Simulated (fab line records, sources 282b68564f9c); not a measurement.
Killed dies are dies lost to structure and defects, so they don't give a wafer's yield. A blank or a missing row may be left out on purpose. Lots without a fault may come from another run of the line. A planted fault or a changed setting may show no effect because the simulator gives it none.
fab line records | flow rit_cmos
record lots=13 wafers=39 last_day=7
route steps=202 shown NSD@137 PSD@151 M1@196
lots that met no fault: from a run of the same line without faults
start_h: hours from the record's first day to the start of the lot's first wafer shown | wait_h: hours since the lot's step before | " the same as in the row above | L1.1+2: a row that stands for several wafers | - no value, or no start given | * or withheld: withheld | < > ~ a bound
route shown NAME@n: a module of which the file shows steps, and the number in the route of the first | usual: mean/standard deviation of fault-free wafers | same: alike in all rows | chamber/n: place in a boat | sites: the reading at each site | _std_site: their standard deviation | _edge_site: outer sites' mean less inner sites' | radius_mm: how far each site lies from the wafer's centre | mask NAME#n: copy n | behind: the tool/chamber that last shaped the wafer | hold: why the lot was held/for how many hours/how that ended | device: the transistor (n, p or np) that didn't switch | end of line: the same wafers' tests at the end of the route | a step without rows: its recipe alone | killed: dies lost to structure and defects at the first sort, not the wafer's yield | map: a wafer's dies, x killed, . not, _ none there
set.NAME: the setting as run; set.NAME@STEP: as run at that earlier step | model.NAME: the simulator's own value behind a step, which no gauge read
steps of the route over a sample of lots; a table a step, a row a wafer
services: from which hour (start_h, from the record's first day; less than 0 if before it) a tool's chamber was out of use, for how many hours, and why
## steps
# step RIT_NSD_OVL_MEAS_06
# usual NSD_OVL=-0.4/1.3
# columns lot.wafer tool chamber start_h wait_h NSD_OVL[nm]
L414.1 overlay-01 - 49.29 - -1.2
L414.4 " - " " -0.3
L414.6 " - " " -1.5
L415.2 overlay-01 - 56.04 - 0.9
L415.3 " - " " 2.0
L415.6 " - " " 0.4
L416.2 overlay-01 - 58.66 - -3.6
L416.3 " - " " -1.2
L416.4 " - " " -1.5
L417.3 overlay-02 - 66.07 - -0.1
L417.4 " - " " 0.7
L417.6 " - " " -0.2
L418.1 overlay-01 - 71.83 - -2.2
L418.4 " - " " -1.9
L418.5 " - " " -0.8
L419.3 overlay-01 - 77.26 - 0.0
L419.5 " - " " 0.3
L419.6 " - " " -0.3
L427.2 overlay-01 - 122.72 - 0.6
L427.3 " - " " 0.4
L427.5 " - " " -1.4
L429.1 overlay-01 - 133.66 - 0.5
L429.2 " - " " -1.5
L429.6 " - " " -1.7
L431.1 overlay-02 - 137.36 - -2.0
L431.2 " - " " -2.6
L431.4 " - " " -2.0
L432.1 overlay-01 - 141.73 - 2.6
L432.3 " - " " 1.6
L432.4 " - " " 1.9
L434.1 overlay-01 - 150.90 - 0.4
L434.2 " - " " 1.5
L434.3 " - " " -0.2
L435.1 overlay-02 - 153.87 - -3.0
L435.3 " - " " -1.8
L435.6 " - " " -0.5
L437.4 overlay-01 - 164.26 - 0.6
L437.5 " - " " 0.3
L437.6 " - " " -0.2
# step RIT_PSD_STRIP_09
# recipe chemistry=O2 time_s=180 resist=NOVOLAK platen_temp_c=withheld power_w=500 pressure_mtorr=4000 o2_flow_sccm=4000
# usual drypump_motor_current_A=5.90/0.23
# columns lot.wafer tool chamber start_h wait_h drypump_motor_current_A rf_hours_counter_h
L414.1 plasma_asher-01 1 51.11 0.1 5.74 41
L414.4 " 0 " " 5.67 -
L414.6 " 1 " " 5.74 -
L415.2 plasma_asher-03 1 57.91 0.1 6.07 39
L415.3 " 0 " " 6.16 -
L415.6 " 0 " " 6.16 -
L416.2 plasma_asher-02 1 60.54 0.1 5.65 29
L416.3 " 1 " " 5.66 -
L416.4 " 0 " " 5.61 -
L417.3 plasma_asher-03 0 68.18 0.1 6.15 -
L417.4 " 1 " " 6.06 -
L417.6 " 1 " " 6.07 -
L418.1 plasma_asher-02 0 73.71 0.1 5.55 30
L418.4 " 0 " " 5.63 -
L418.5 " 0 " " 5.59 -
L419.3 plasma_asher-03 1 79.19 0.1 6.10 -
L419.5 " 0 " " 6.16 -
L419.6 " 1 " " 6.09 -
L427.2 plasma_asher-03 0 124.47 0.1 6.17 46
L427.3 " 0 " " 6.17 -
L427.5 " 1 " " 6.06 -
L429.1 plasma_asher-03 1 135.51 0.1 6.10 48
L429.2 " 0 " " 6.14 48
L429.6 " 1 " " 6.10 -
L431.1 plasma_asher-03 1 139.25 0.1 6.06 48
L431.2 " 0 " " 6.15 48
L431.4 " 1 " " 6.06 -
L432.1 plasma_asher-01 1 143.49 0.1 5.78 52
L432.3 " 1 " " 5.76 -
L432.4 " 0 " " 5.66 -
L434.1 plasma_asher-03 0 152.78 0.1 6.17 50
L434.2 " 1 " " 6.09 50
L434.3 " 1 " " 6.06 -
L435.1 plasma_asher-01 1 156.03 0.1 5.72 54
L435.3 " 1 " " 5.76 -
L435.6 " 1 " " 5.77 -
L437.4 plasma_asher-03 0 166.19 0.1 6.17 -
L437.5 " 0 " " 6.18 -
L437.6 " 1 " " 6.07 -
# step RIT_M1_METAL_ETCH_12
# recipe stop_on=SiO2 chemistry=Cl2/BCl3 target=Al time_s=168.9 over_etch_frac=0.5 pressure_mtorr=100 target_depth_a=6000 rf_w=250 Cl2_flow_sccm=60 bcl3_flow_sccm=50
# usual drypump_motor_current_A=5.4/0.31 oes_product_au=0.769/0.013 throttle_valve_pct=8.34/0.059
# columns lot.wafer tool chamber start_h wait_h drypump_motor_current_A oes_product_au rf_hours_counter_h throttle_valve_pct
L414.1 rie_metal-01 0 56.92 0.2 5.2 0.761 4 8.29
L414.4 " 0 " " 5.2 0.753 - 8.27
L414.6 " 1 " " 5.3 0.758 - 8.34
L415.2 rie_metal-02 0 63.61 0.2 5.0 0.778 0 8.26
L415.3 " 1 " " 5.4 0.783 - 8.35
L415.6 " 1 " " 5.4 0.784 - 8.35
L416.2 rie_metal-04 0 66.32 0.2 5.7 0.777 33 8.42
L416.3 " 0 " " 5.7 0.768 - 8.42
L416.4 " 1 " " 6.0 0.781 - 8.41
L417.3 rie_metal-01 1 74.07 0.2 5.3 0.750 - 8.34
L417.4 " 0 " " 5.2 0.757 - 8.27
L417.6 " 1 " " 5.3 0.752 - 8.36
L418.1 rie_metal-02 0 79.48 0.2 5.0 0.779 1 8.26
L418.4 " 1 " " 5.3 0.780 - 8.34
L418.5 " 1 " " 5.4 0.778 - 8.34
L419.3 rie_metal-04 1 84.97 0.2 6.0 0.779 - 8.42
L419.5 " 1 " " 6.0 0.777 - 8.40
L419.6 " 0 " " 5.7 0.782 - 8.43
L427.2 rie_metal-02 1 130.67 0.2 5.4 0.773 1 8.33
L427.3 " 1 " " 5.3 0.783 - 8.34
L427.5 " 0 " " 5.0 0.783 - 8.26
L429.1 rie_metal-02 1 141.98 0.2 5.4 0.776 1 8.33
L429.2 " 1 " " 5.4 0.775 - 8.33
L429.6 " 1 " " 5.3 0.788 - 8.35
L431.1 rie_metal-01 1 145.24 0.2 5.3 0.755 5 8.34
L431.2 " 0 " " 5.2 0.759 5 8.28
L431.4 " 1 " " 5.4 0.749 - 8.36
L432.1 rie_metal-01 0 149.13 0.2 5.2 0.767 6 8.29
L432.3 " 0 " " 5.2 0.758 - 8.28
L432.4 " 1 " " 5.3 0.760 - 8.34
L434.1 rie_metal-04 0 158.67 0.2 5.7 0.754 0 8.42
L434.2 " 1 " " 6.0 0.750 0 8.40
L434.3 " 0 " " 5.7 0.764 - 8.44
L435.1 rie_metal-01 0 161.81 0.2 5.2 0.757 6 8.28
L435.3 " 1 " " 5.3 0.752 - 8.35
L435.6 " 1 " " 5.3 0.763 - 8.35
L437.4 rie_metal-04 0 171.82 0.1 5.7 0.757 - 8.44
L437.5 " 0 " " 5.7 0.759 - 8.43
L437.6 " 1 " " 6.0 0.750 - 8.40
# step RIT_M1_CD_MEAS_90
# recipe target_cd_nm=2600
# usual cd_nm=2600.0/2.7
# columns lot.wafer tool chamber start_h wait_h cd_nm
L414.1 cd_sem-02 - 57.43 0.1 2601.7
L414.4 " - " " 2602.8
L414.6 " - " " 2602.6
L415.2 cd_sem-02 - 64.14 0.1 2600.0
L415.3 " - " " 2600.8
L415.6 " - " " 2600.1
L416.2 cd_sem-01 - 66.86 0.1 2601.0
L416.3 " - " " 2603.2
L416.4 " - " " 2601.6
L417.3 cd_sem-01 - 74.59 0.1 2605.8
L417.4 " - " " 2605.9
L417.6 " - " " 2603.7
L418.1 cd_sem-02 - 79.99 0.1 2600.8
L418.4 " - " " 2604.2
L418.5 " - " " 2602.6
L419.3 cd_sem-02 - 85.47 0.1 2595.5
L419.5 " - " " 2598.5
L419.6 " - " " 2598.0
L427.2 cd_sem-02 - 131.41 0.1 2587.7
L427.3 " - " " 2589.7
L427.5 " - " " 2599.9
L429.1 cd_sem-01 - 142.67 0.1 2587.1
L429.2 " - " " 2586.5
L429.6 " - " " 2587.4
L431.1 cd_sem-02 - 145.75 0.1 2599.6
L431.2 " - " " 2601.0
L431.4 " - " " 2597.2
L432.1 cd_sem-02 - 149.64 0.1 2595.2
L432.3 " - " " 2597.7
L432.4 " - " " 2597.3
L434.1 cd_sem-01 - 159.18 0.1 2600.0
L434.2 " - " " 2599.5
L434.3 " - " " 2599.6
L435.1 cd_sem-02 - 162.32 0.1 2603.0
L435.3 " - " " 2600.7
L435.6 " - " " 2603.8
L437.4 cd_sem-01 - 172.34 0.1 2598.5
L437.5 " - " " 2597.5
L437.6 " - " " 2600.6
# step RIT_M1_BOW_MEAS_16
# recipe mode=bow
# usual M1_BOW=17/6.1
# columns lot.wafer tool chamber start_h wait_h M1_BOW[um]
L414.1 film_metro-04 - 59.05 0.0 8
L414.4 " - " " 4
L414.6 " - " " 12
L415.2 film_metro-04 - 65.76 0.0 20
L415.3 " - " " 12
L415.6 " - " " 20
L416.2 film_metro-03 - 68.48 0.0 24
L416.3 " - " " 12
L416.4 " - " " 26
L417.3 film_metro-01 - 76.21 0.0 8
L417.4 " - " " 20
L417.6 " - " " 29
L418.1 film_metro-01 - 81.61 0.0 10
L418.4 " - " " 20
L418.5 " - " " 21
L419.3 film_metro-01 - 87.09 0.0 23
L419.5 " - " " 19
L419.6 " - " " 19
L427.2 film_metro-03 - 133.11 0.0 25
L427.3 " - " " 19
L427.5 " - " " 16
L429.1 film_metro-03 - 144.29 0.0 18
L429.2 " - " " 21
L429.6 " - " " 11
L431.1 film_metro-04 - 147.37 0.0 22
L431.2 " - " " 17
L431.4 " - " " 17
L432.1 film_metro-04 - 151.26 0.0 20
L432.3 " - " " 4
L432.4 " - " " 20
L434.1 film_metro-03 - 160.80 0.0 12
L434.2 " - " " 21
L434.3 " - " " 15
L435.1 film_metro-04 - 163.94 0.0 17
L435.3 " - " " 9
L435.6 " - " " 11
L437.4 film_metro-01 - 173.96 0.1 10
L437.5 " - " " 14
L437.6 " - " " 18
# step RIT_M1_PROBE_99
# usual defect_limited_yield=97.2/1.3 killed_at_M0_to_M3=0.0/0.25 killed_at_contacts=0.0/0.18 killed_at_front_end=7/3.4 killed_dies=7/3.4 killed_on_rim=1.8/1.3 killed_open=3.7/2.2 killed_short=3.6/2.2 sort_bin_3_pad_short=0.2/0.24 sort_bin_5_function=1.6/0.94 sort_bin_6_memory=1.1/0.72 sort_n_pass=257/3.4 sort_yield_pct=97.2/1.3
# same gross_dies=264 killed_at_M4_up=0 killed_at_back_side=0 killed_at_other=0
# columns lot.wafer tool chamber start_h wait_h defect_limited_yield[%] killed_at_M0_to_M3 killed_at_contacts killed_at_front_end killed_dies killed_on_rim killed_open killed_short sort_bin_3_pad_short[%] sort_bin_5_function[%] sort_bin_6_memory[%] sort_n_pass sort_yield_pct[%]
L414.1 prober-02 - 59.17 0.1 96.2 0 0 10 10 1 4 6 0.4 1.9 1.5 254 96.2
L414.4 prober-02 - 59.32 0.2 97.0 0 0 8 8 2 5 3 0 1.1 1.9 256 97.0
L414.6 prober-02 - 59.42 0.2 97.3 0 0 7 7 3 5 2 0 1.9 0.8 257 97.3
L415.2 prober-01 - 65.91 0.1 99.2 0 0 2 2 1 2 0 0 0.8 0 262 99.2
L415.3 prober-01 - 65.96 0.2 98.9 0 1 2 3 1 2 1 0 1.1 0 261 98.9
L415.6 prober-01 - 66.11 0.2 98.5 0 0 4 4 1 3 1 0 0.8 0.8 260 98.5
L416.2 prober-01 - 68.63 0.1 94.3 0 0 15 15 3 6 9 0 3.4 2.3 249 94.3
L416.3 prober-01 - 68.68 0.2 97.3 0 0 7 7 1 3 4 0 1.9 0.8 257 97.3
L416.4 prober-01 - 68.73 0.2 95.8 0 0 11 11 1 4 7 0.4 0.8 3.0 253 95.8
L417.3 prober-01 - 76.39 0.2 98.5 0 0 4 4 2 1 3 0 0.4 1.1 260 98.5
L417.4 prober-01 - 76.44 0.2 97.7 0 0 6 6 1 5 1 0 1.9 0.4 258 97.7
L417.6 prober-01 - 76.54 0.2 95.8 0 0 11 11 3 7 4 0.8 1.5 1.9 253 95.8
L418.1 prober-02 - 81.73 0.1 98.1 0 0 5 5 4 3 2 0 1.1 0.8 259 98.1
L418.4 prober-02 - 81.88 0.2 96.2 0 0 10 10 5 5 5 0 1.9 1.9 254 96.2
L418.5 prober-02 - 81.93 0.2 96.6 0 0 9 9 1 5 4 0 1.9 1.5 255 96.6
L419.3 prober-01 - 87.27 0.2 97.7 0 0 6 6 2 2 4 0 1.9 0.4 258 97.7
L419.5 prober-01 - 87.37 0.2 97.7 0 0 6 6 1 4 2 0.8 0.8 0.8 258 97.7
L419.6 prober-01 - 87.42 0.2 98.1 1 0 4 5 1 2 3 0 1.1 0.8 259 98.1
L427.2 prober-01 - 133.26 0.1 97.7 0 0 6 6 1 0 6 0.8 0.8 0.8 258 97.7
L427.3 prober-01 - 133.31 0.2 98.1 0 0 5 5 1 2 3 0.4 0.4 1.1 259 98.1
L427.5 prober-01 - 133.41 0.2 95.8 0 0 11 11 3 4 7 0 3.0 1.1 253 95.8
L429.1 prober-01 - 144.41 0.1 97.3 0 0 7 7 1 4 3 0 0.8 1.9 257 97.3
L429.2 prober-01 - 144.46 0.1 96.2 0 0 10 10 3 7 3 0.4 2.3 1.1 254 96.2
L429.6 prober-01 - 144.66 0.2 97.3 0 0 7 7 2 4 3 0 2.7 0 257 97.3
L431.1 prober-02 - 147.49 0.1 97.3 0 0 7 7 4 2 5 0 1.9 0.8 257 97.3
L431.2 prober-02 - 147.54 0.1 97.0 0 0 8 8 2 4 4 0.4 1.5 1.1 256 97.0
L431.4 prober-02 - 147.64 0.2 98.9 0 0 3 3 0 0 3 0 0.8 0.4 261 98.9
L432.1 prober-02 - 151.38 0.1 97.0 0 0 8 8 2 3 4 0.4 1.5 1.1 256 97.0
L432.3 prober-02 - 151.48 0.2 95.5 2 0 10 12 3 5 5 0 3.8 0.8 252 95.5
L432.4 prober-02 - 151.53 0.2 98.5 0 0 4 4 2 1 1 0 1.1 0.4 260 98.5
L434.1 prober-02 - 160.92 0.1 97.0 0 0 8 8 3 3 5 0 0.4 2.7 256 97.0
L434.2 prober-02 - 160.97 0.1 97.7 0 0 6 6 4 1 5 0 1.1 1.1 258 97.7
L434.3 prober-02 - 161.02 0.2 98.5 0 0 4 4 1 1 3 0 0 1.5 260 98.5
L435.1 prober-01 - 164.06 0.1 98.1 0 0 5 5 0 3 2 0 0.8 1.1 259 98.1
L435.3 prober-01 - 164.16 0.2 97.7 0 0 6 6 1 3 3 0.8 1.1 0.4 258 97.7
L435.6 prober-01 - 164.31 0.2 100.0 0 0 0 0 0 0 0 0 0 0 264 100.0
L437.4 prober-01 - 174.17 0.2 96.6 0 0 9 9 2 3 6 0.4 2.3 0.8 255 96.6
L437.5 prober-01 - 174.22 0.2 95.1 0 0 13 13 4 7 6 0.8 2.3 1.9 251 95.1
L437.6 prober-01 - 174.27 0.2 98.5 0 0 4 4 1 2 2 0 0.8 0.8 260 98.5
# killed by level:class
L414.1 GATE:geometric_particle:short=3 FOX2:geometric_particle:open=2 FOX1:geometric_particle:short=1 FOX2:geometric_particle:short=1 GATE:geometric_particle:open=1 SILICIDE:geometric_particle:short=1 SILICIDE:geometric_particle:open=1
L414.4 GATE:geometric_particle:open=4 FOX1:geometric_particle:short=2 GATE:geometric_particle:short=1 SPACER:geometric_particle:open=1
L414.6 FOX2:geometric_particle:open=2 SPACER:geometric_particle:open=2 FOX1:geometric_particle:short=1 FOX1:geometric_particle:open=1 FOX2:geometric_particle:short=1
L415.2 REOX:geometric_particle:open=1 SPACER:geometric_particle:open=1
L415.3 GATE:geometric_particle:short=1 GATE:geometric_particle:open=1 CONTACT:geometric_particle:open=1
L415.6 SILICIDE:geometric_particle:open=2 GATE:geometric_particle:open=1 SILICIDE:geometric_particle:short=1
L416.2 GATE:geometric_particle:short=5 GATE:geometric_particle:open=2 FOX1:geometric_particle:short=1 FOX2:geometric_particle:open=1 REOX:geometric_particle:open=1 REOX:geometric_particle:short=1 SPACER:geometric_particle:open=1 SPACER:geometric_particle:short=1
L416.3 GATE:geometric_particle:short=2 SPACER:geometric_particle:open=2 FOX2:geometric_particle:open=1 FOX2:geometric_particle:short=1 REOX:geometric_particle:short=1
L416.4 FOX2:geometric_particle:open=2 GATE:geometric_particle:short=2 SPACER:geometric_particle:short=2 SILICIDE:geometric_particle:short=2 FOX2:geometric_particle:short=1 GATE:geometric_particle:open=1 SILICIDE:geometric_particle:open=1
L417.3 FOX1:geometric_particle:short=1 GATE:geometric_particle:short=1 REOX:geometric_particle:open=1 REOX:geometric_particle:short=1
L417.4 GATE:geometric_particle:open=4 REOX:geometric_particle:open=1 SPACER:geometric_particle:short=1
L417.6 REOX:geometric_particle:open=3 GATE:geometric_particle:short=2 SPACER:geometric_particle:short=2 FOX1:geometric_particle:open=1 GATE:geometric_particle:open=1 SPACER:geometric_particle:open=1 SILICIDE:geometric_particle:open=1
L418.1 GATE:geometric_particle:open=2 GATE:geometric_particle:short=2 REOX:geometric_particle:open=1
L418.4 REOX:geometric_particle:open=3 SPACER:geometric_particle:short=3 SPACER:geometric_particle:open=2 SILICIDE:geometric_particle:short=2
L418.5 GATE:geometric_particle:short=3 REOX:geometric_particle:open=2 SPACER:geometric_particle:open=2 GATE:geometric_particle:open=1 SPACER:geometric_particle:short=1
L419.3 FOX2:geometric_particle:short=2 GATE:geometric_particle:short=2 GATE:geometric_particle:open=1 SILICIDE:geometric_particle:open=1
L419.5 GATE:geometric_particle:open=3 ACTIVE:geometric_particle:short=1 FOX1:geometric_particle:open=1 FOX1:geometric_particle:short=1
L419.6 GATE:geometric_particle:short=2 FOX1:geometric_particle:open=1 GATE:geometric_particle:open=1 M1:geometric_particle:short=1
L427.2 FOX1:geometric_particle:short=2 GATE:geometric_particle:short=2 SPACER:geometric_particle:short=1 SILICIDE:geometric_particle:short=1
L427.3 FOX1:geometric_particle:short=1 GATE:geometric_particle:short=1 GATE:geometric_particle:open=1 REOX:geometric_particle:open=1 SILICIDE:geometric_particle:short=1
L427.5 GATE:geometric_particle:open=2 REOX:geometric_particle:short=2 SPACER:geometric_particle:short=2 FOX1:geometric_particle:short=1 FOX1:geometric_particle:open=1 GATE:geometric_particle:short=1 REOX:geometric_particle:open=1 SILICIDE:geometric_particle:short=1
L429.1 REOX:geometric_particle:open=2 FOX2:geometric_particle:short=1 GATE:geometric_particle:short=1 GATE:geometric_particle:open=1 REOX:geometric_particle:short=1 SPACER:geometric_particle:open=1
L429.2 FOX2:geometric_particle:open=3 GATE:geometric_particle:open=3 GATE:geometric_particle:short=1 REOX:geometric_particle:open=1 REOX:geometric_particle:short=1 SILICIDE:geometric_particle:short=1
L429.6 GATE:geometric_particle:open=3 SILICIDE:geometric_particle:short=2 GATE:geometric_particle:short=1 SPACER:geometric_particle:open=1
L431.1 SILICIDE:geometric_particle:short=3 SILICIDE:geometric_particle:open=2 SPACER:geometric_particle:short=2
L431.2 GATE:geometric_particle:open=2 SPACER:geometric_particle:short=2 GATE:geometric_particle:short=1 REOX:geometric_particle:short=1 SPACER:geometric_particle:open=1 SILICIDE:geometric_particle:open=1
L431.4 GATE:geometric_particle:short=2 SILICIDE:geometric_particle:short=1
L432.1 SILICIDE:geometric_particle:open=3 GATE:geometric_particle:short=2 SILICIDE:geometric_particle:short=2 NWELL:coat_microbubble_printed=1
L432.3 GATE:geometric_particle:short=2 SPACER:geometric_particle:open=2 SILICIDE:geometric_particle:open=2 SILICIDE:geometric_particle:short=2 M1:coat_microbubble_printed=2 FOX2:geometric_particle:open=1 SPACER:geometric_particle:short=1
L432.4 NWELL:coat_microbubble_printed=2 GATE:geometric_particle:short=1 REOX:geometric_particle:open=1
L434.1 FOX2:geometric_particle:short=3 SPACER:geometric_particle:open=2 REOX:geometric_particle:open=1 REOX:geometric_particle:short=1 SPACER:geometric_particle:short=1
L434.2 SPACER:geometric_particle:short=3 REOX:geometric_particle:open=1 REOX:geometric_particle:short=1 SILICIDE:geometric_particle:short=1
L434.3 FOX1:geometric_particle:short=1 GATE:geometric_particle:short=1 REOX:geometric_particle:open=1 SPACER:geometric_particle:short=1
L435.1 SPACER:geometric_particle:open=2 FOX1:geometric_particle:open=1 FOX1:geometric_particle:short=1 GATE:geometric_particle:short=1
L435.3 FOX1:geometric_particle:open=1 FOX2:geometric_particle:short=1 GATE:geometric_particle:open=1 GATE:geometric_particle:short=1 SPACER:geometric_particle:open=1 SPACER:geometric_particle:short=1
L437.4 GATE:geometric_particle:short=4 GATE:geometric_particle:open=2 REOX:geometric_particle:open=1 SPACER:geometric_particle:short=1 SILICIDE:geometric_particle:short=1
L437.5 GATE:geometric_particle:open=3 GATE:geometric_particle:short=3 SILICIDE:geometric_particle:open=2 FOX2:geometric_particle:open=1 FOX2:geometric_particle:short=1 REOX:geometric_particle:short=1 REOX:geometric_particle:open=1 SPACER:geometric_particle:short=1
L437.6 FOX2:geometric_particle:short=1 GATE:geometric_particle:open=1 REOX:geometric_particle:open=1 SILICIDE:geometric_particle:short=1
## services
# columns tool chamber start_h hours kind
rie_metal-01 - 79.45 0.4 repair
plasma_asher-02 - 104.47 14.6 pm
rie_metal-01 1 104.70 10.8 repair
rie_metal-02 0 132.34 10.1 repair
rie_metal-04 - 136.12 20.0 pm
rie_metal-04 0 136.12 20.0 vent_cycle
rie_metal-04 1 136.12 20.0 vent_cycle
rie_metal-04 0 156.12 - clean
rie_metal-04 1 156.12 - clean
## key
first_sign step=RIT_M1_CD_MEAS_90 reading=cd_nm direction=down sigmas=4.6 usual=2600.0 struck=2587.7
effect none on later readings
met_at RIT_M1_METAL_ETCH_12
struck_lots L427,L429
struck_wafers L427.2,L427.3,L429.1,L429.2,L429.6
not_acting_at RIT_NSD_OVL_MEAS_06,RIT_PSD_STRIP_09,RIT_M1_BOW_MEAS_16
onset_between 79.48 130.67
fault kind=process_parameter_drift tool=rie_metal-02 chamber=1 onset_h=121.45 steps=RIT_M1_METAL_ETCH_12 channel=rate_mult offset=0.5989 shape=step end_h=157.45
